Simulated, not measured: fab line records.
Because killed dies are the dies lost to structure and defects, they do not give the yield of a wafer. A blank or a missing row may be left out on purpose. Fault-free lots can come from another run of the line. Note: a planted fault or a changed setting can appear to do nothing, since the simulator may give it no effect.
Which tool did it? | flow rit_cmos | 14 lots with 42 wafers sampled at 2 steps, on a route of 202 steps

## WHAT EACH GAUGE READ, for each wafer
The record holds no reading of a measuring or inspecting step that can be judged against a usual standard deviation.

## TOOL THAT RAN EACH LOT (tool first, then ch and the chambers of the sampled wafers, then the start)
lot  | RIT_SDANNEAL_CLEAN_00          | RIT_M1_PROBE_99
L723 | wet_bench-01 ch 3, day 3 12:16 | prober-01, day 3 20:31
L725 | wet_bench-01 ch 0, day 3 22:21 | prober-01, day 4 06:11
L726 | wet_bench-01 ch 0, day 4 03:15 | prober-02, day 4 11:07
L727 | wet_bench-04 ch 1, day 4 07:38 | prober-01, day 4 15:40
L728 | wet_bench-01 ch 3, day 4 11:28 | prober-02, day 4 19:50
L729 | wet_bench-04 ch 1, day 4 17:17 | prober-01, day 5 01:13
L730 | wet_bench-01 ch 0, day 4 23:35 | prober-02, day 5 08:37
L737 | wet_bench-01 ch 0, day 6 08:16 | prober-01, day 6 16:04
L739 | wet_bench-02 ch 2, day 6 21:40 | prober-01, day 7 05:23
L740 | wet_bench-04 ch 2, day 7 00:40 | prober-02, day 7 08:44
L741 | wet_bench-04 ch 2, day 7 05:34 | prober-01, day 7 14:38
L742 | wet_bench-01 ch 2, day 7 10:28 | prober-02, day 7 18:09
L743 | wet_bench-01 ch 1, day 7 14:06 | prober-01, day 7 21:46
L744 | wet_bench-01 ch 2, day 7 21:50 | prober-02, day 8 05:40
- RIT_SDANNEAL_CLEAN_00: cleans in SC1, time 600 s.
- RIT_M1_PROBE_99

## AS READ BY THE TOOLS THEMSELVES (means over the sampled wafers that have a number; for cases with no such wafer, the mark the record gives instead)
RIT_SDANNEAL_CLEAN_00.
lot  | tool         | bath_guard_temp_C (C) | bath_heat_duty_pct (%)
L723 | wet_bench-01 | 74.8                  | 12.9
L725 | wet_bench-01 | 74.8                  | 14.7
L726 | wet_bench-01 | 74.7                  | 15.0
L727 | wet_bench-04 | 75.0                  | 13.9
L728 | wet_bench-01 | 74.8                  | 13.6
L729 | wet_bench-04 | -                     | -
L730 | wet_bench-01 | -                     | -
L737 | wet_bench-01 | 75.0                  | 14.3
L739 | wet_bench-02 | 75.0                  | 15.0
L740 | wet_bench-04 | 75.3                  | 17.3
L741 | wet_bench-04 | 75.3                  | 17.4
L742 | wet_bench-01 | 75.0                  | 13.0
L743 | wet_bench-01 | 74.4                  | 14.7
L744 | wet_bench-01 | 75.0                  | 12.7

RIT_M1_PROBE_99.
lot  | tool      | killed_at_M0_to_M3 | killed_at_contacts | killed_at_front_end | killed_dies | killed_on_rim | killed_open | killed_short
L723 | prober-01 | 0.0                | 0.7                | 7                   | 8           | 2.0           | 4.0         | 3.7
L725 | prober-01 | 0.0                | 0.0                | 8                   | 8           | 2.3           | 4.7         | 3.7
L726 | prober-02 | 0.0                | 0.0                | 8                   | 8           | 2.0           | 4.7         | 3.7
L727 | prober-01 | 0.0                | 0.0                | 7                   | 7           | 1.0           | 3.3         | 4.0
L728 | prober-02 | 0.0                | 0.0                | 8                   | 8           | 1.3           | 3.3         | 4.3
L729 | prober-01 | 0.0                | 0.0                | 8                   | 8           | 2.3           | 5.0         | 3.3
L730 | prober-02 | 0.0                | 0.0                | 9                   | 9           | 2.0           | 4.0         | 4.7
L737 | prober-01 | 0.0                | 0.0                | 5                   | 5           | 1.7           | 3.7         | 1.3
L739 | prober-01 | 0.0                | 0.0                | 3                   | 3           | 1.0           | 0.7         | 2.3
L740 | prober-02 | 0.3                | 0.3                | 6                   | 7           | 3.3           | 4.0         | 3.0
L741 | prober-01 | 0.0                | 0.0                | 8                   | 8           | 2.3           | 4.3         | 4.0
L742 | prober-02 | 0.0                | 0.0                | 8                   | 8           | 1.7           | 4.3         | 3.3
L743 | prober-01 | 0.0                | 0.0                | 7                   | 7           | 2.7           | 2.7         | 4.3
L744 | prober-02 | 0.0                | 0.0                | 11                  | 11          | 4.0           | 7.0         | 3.7

## THE ANSWER, worked out from the rows above alone
Rule: the usual values come from the lots themselves. The widest of any qualifying gaps counts: lots, ordered by their means at a reading, are off when they make up no more than a third of the lots, leave a main group of 4 or more, and stand apart from it by 3 or more times the standard deviation of that group's means. A main group is skipped when, at the precision printed for the reading in the tables above, its means are all equal. A lot without any number at a reading at which 4 lots or more have one is off too. All remaining lots with rows at the step are treated as sound. The gauges are gone through in route order, then the tools' own readings, and for those a lot's mean is taken as printed above. At the first step where some lot is off, the reading lying furthest off is the one used; lots without a number count as furthest.
Off at RIT_SDANNEAL_CLEAN_00 (bath_guard_temp_C): L729, L730. Without a number there: L729, L730. Main group: mean 74.9 C, sd 0.24.
A tool fits if, at that step or a process step before it, it ran every lot that is off, and no sound lot after the first of them. Of those tried, none fits.

## WHAT WAS PUT IN BY THE SIMULATOR
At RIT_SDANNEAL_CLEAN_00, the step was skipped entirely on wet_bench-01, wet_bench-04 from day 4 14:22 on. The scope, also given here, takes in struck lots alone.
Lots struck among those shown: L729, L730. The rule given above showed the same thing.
